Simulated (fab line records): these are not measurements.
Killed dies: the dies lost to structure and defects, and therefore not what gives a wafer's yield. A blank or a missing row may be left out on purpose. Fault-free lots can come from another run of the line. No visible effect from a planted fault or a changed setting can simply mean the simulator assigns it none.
2 desks, one fault | flow rit_cmos | what lay behind the numbers comes last; until then each desk has only its own

== AT THE METROLOGY DESK ==
What the gauges read, lot by lot, whatever tool the lot ran on: means of the sampled wafers that have a number. A lot is out of limits, marked OUT, if its mean lies more than 4 standard deviations from the usual mean; the brackets give that distance.
Columns: A = FOX2_OXIDE_THK at RIT_FOX2_THK_MEAS_01, usual 356 nm; B = FIELD_OXIDE_LEFT_1_THK at RIT_FOX2_THK_MEAS_90, usual 329 nm; C = NWELL_OVL at RIT_NWELL_OVL_MEAS_06, usual 0.8 nm
lot  | first seen here | A   | B   | C
L509 | day 2 17:14     | 368 | 341 | -0.1
L513 | day 3 12:43     | 363 | 335 | -0.4
L515 | day 4 03:14     | 357 | 329 | 1.9
L517 | day 4 07:10     | 351 | 324 | 1.4
L521 | day 5 03:55     | 361 | 333 | 0.1
L525 | day 6 04:19     | 352 | 325 | 1.1
This desk's finding: nothing out of limits on any of the 6 lots.

== TOOL OWNER'S DESK, implanter-03 ==
The tool's own readings at RIT_NWELL_IMPLANT_08, given as means over the sampled wafers that have a number, one for each lot that went through this tool. A lot is out of limits, marked OUT, if its mean lies more than 4 standard deviations from the usual mean; the brackets give that distance.
Columns: A = beam_energy_keV at RIT_NWELL_IMPLANT_08, usual 170.01; B = beam_on_s at RIT_NWELL_IMPLANT_08, usual 10.02 s
lot  | first seen here | A                | B
L513 | day 3 14:50     | 170.02           | 10.12
L517 | day 4 09:26     | 173.53 (+73) OUT | 9.95
L521 | day 5 06:17     | 173.53 (+73) OUT | 9.97
This desk's verdict: out of limits on L517, L521, starting with L517 at day 4 09:26 (beam_energy_keV at RIT_NWELL_IMPLANT_08). L513: within limits.

== BROUGHT TOGETHER ==
The tool owner's desk could have raised an alarm at day 4 09:26, on L517, L521.
At the metrology desk, nothing out of limits was observed.
The metrology desk has L517, L521 on record, within its limits.
On implanter-03, each named lot ran RIT_NWELL_IMPLANT_08.

== WHAT THE SIMULATOR HAD PUT IN ==
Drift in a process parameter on implanter-03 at RIT_NWELL_IMPLANT_08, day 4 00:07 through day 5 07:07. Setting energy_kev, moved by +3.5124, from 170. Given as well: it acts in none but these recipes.
Shown lots that were struck: L517, L521.
How many hours passed from the start of the fault until each desk's first out-of-limits reading: the tool owner's desk, 9.
